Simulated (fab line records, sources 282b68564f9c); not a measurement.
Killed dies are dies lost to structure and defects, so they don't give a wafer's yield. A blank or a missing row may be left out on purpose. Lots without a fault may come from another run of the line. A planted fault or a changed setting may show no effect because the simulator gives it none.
A struck lot beside a sound one | flow rit_cmos | 18 steps out of a route of 202
Sound: wafers L714.3, L714.5, L714.6. Struck: wafers L719.3, L719.5, L719.6. The cause comes at the end.
At each step with rows: each side's tool, then ch and its chambers, then its first start. Under that, the readings that differ: sound wafers | struck wafers | difference of the means | sigmas: that difference in standard deviations of wafers without a fault.
alike: readings whose means differ by less than 2 such deviations, and words and numbers that are the same on both sides. not compared: withheld readings, readings that some wafer has no value for, bounds like >300 that may hide the same value, and numbers for which the record gives no deviation and whose values overlap.
The two part at a step that has a row with sigmas, a row that says differs or no value, or rows on one side only. Numbers that don't overlap but have no deviation are shown without sigmas and don't part them. A reading that every wafer of one side lacks parts them only if that side has two wafers or more.

RIT_M1_SPUTTER_00: material Al, target thk 400 nm, time 500 s.
  sound on pvd_sputter-03, day 3 09:56; struck on pvd_sputter-04, day 4 10:14
  alike: throttle_valve_pct
RIT_M1_RS_MEAS_01: measures by four-point-probe.
  sound on film_metro-01, day 3 10:17; struck on film_metro-01, day 4 10:34
  alike: M1_AL_RS
RIT_M1_THK_MEAS_02: measures by xrf.
  sound on film_metro-01, day 3 10:23; struck on film_metro-01, day 4 10:40
  alike: M1_AL_THK
then, 6 steps without rows for these wafers: RIT_M1_HMDS_03 (prime time 60 s); RIT_M1_COAT_04 (resist thk 1300 nm); RIT_M1_SOFTBAKE_05 (time 60 s); RIT_M1_EXPOSE_06 (exposes mask M12, target cd 2600 nm); RIT_M1_PEB_07; RIT_M1_DEVELOP_08 (develop time 68 s).
RIT_M1_CD_MEAS_09: target cd 2600 nm.
  sound on cd_sem-01, day 3 11:20; struck on cd_sem-02, day 4 11:39
  alike: cd_nm
RIT_M1_OVL_MEAS_10:
  sound on overlay-02, day 3 11:26; struck on overlay-02, day 4 11:45
  alike: M1_OVL
then, 1 step without rows for these wafers: RIT_M1_HARDBAKE_11 (time 120 s).
RIT_M1_METAL_ETCH_12: etches Al in Cl2/BCl3, stops on SiO2, time 165 s, target depth 600 nm.
  sound on rie_metal-02 ch 0,1, day 3 11:46; struck on rie_metal-01 ch 0,1, day 4 12:04
  no value came back on the struck wafers for any of 6 readings (bcl3_flow_sccm (sccm), chamber_pressure_mTorr (mTorr) and others); on the sound wafers bcl3_flow_sccm (sccm) reads 49.98 50.05 50.12
  reading                                  | sound             | struck            | difference | sigmas
  model.NOVOLAK_of_M1_COAT_04.thk_nm (nm)  | 805.6 803.7 811.3 | 1136 1136 1133    | +328       |
  model.SiO2_of_CONTACT_CVD_00.thk_nm (nm) | 361 368.6 368.5   | 400.6 397.8 408.6 | +36.3      |
  not compared: rf_hours_counter_h
then, 1 step without rows for these wafers: RIT_M1_STRIP_13 (strips in nmp, time 600 s).
RIT_M1_STRIP_14: strips in O2, time 180 s.
  sound on plasma_asher-02 ch 0,1, day 3 12:06; struck on plasma_asher-02 ch 0,1, day 4 12:26
  alike: drypump_motor_current_A
  not compared: rf_hours_counter_h
RIT_M1_CD_MEAS_90: target cd 2600 nm.
  sound on cd_sem-01, day 3 12:16; struck on cd_sem-02, day 4 12:35
  reading    | sound                | struck | difference                    | sigmas
  cd_nm (nm) | 2596.4 2599.1 2598.3 | - - -  | no value on the struck wafers |
then, 1 step without rows for these wafers: RIT_M1_ANNEAL_15 (time 1800 s).
RIT_M1_PROBE_99:
  sound on prober-02, day 3 14:04; struck on prober-01, day 4 14:23
  reading                  | sound          | struck         | difference | sigmas
  defect_limited_yield (%) | 99.2 97.0 97.3 | 0 0 0          | -98        | -82
  killed_at_M0_to_M3       | 0 0 0          | 254 261 258    | +258       |
  killed_dies              | 2 8 7          | 264 264 264    | +258       | +81
  killed_on_rim            | 1 0 2          | 70 70 70       | +69        | +49
  sort_bin_5_function (%)  | 0.8 1.5 0.4    | 98.5 99.6 98.5 | +98.0      | +99 or more
  sort_n_pass              | 262 256 257    | 0 0 0          | -258       | -81
  sort_yield_pct (%)       | 99.2 97.0 97.3 | 0 0 0          | -98        | -82
  alike: killed_at_front_end, killed_open, killed_short, sort_bin_3_pad_short, sort_bin_6_memory

WHERE THEY PART
First at RIT_M1_METAL_ETCH_12; last, within this record, at RIT_M1_PROBE_99.

WHY: what the simulator had put in
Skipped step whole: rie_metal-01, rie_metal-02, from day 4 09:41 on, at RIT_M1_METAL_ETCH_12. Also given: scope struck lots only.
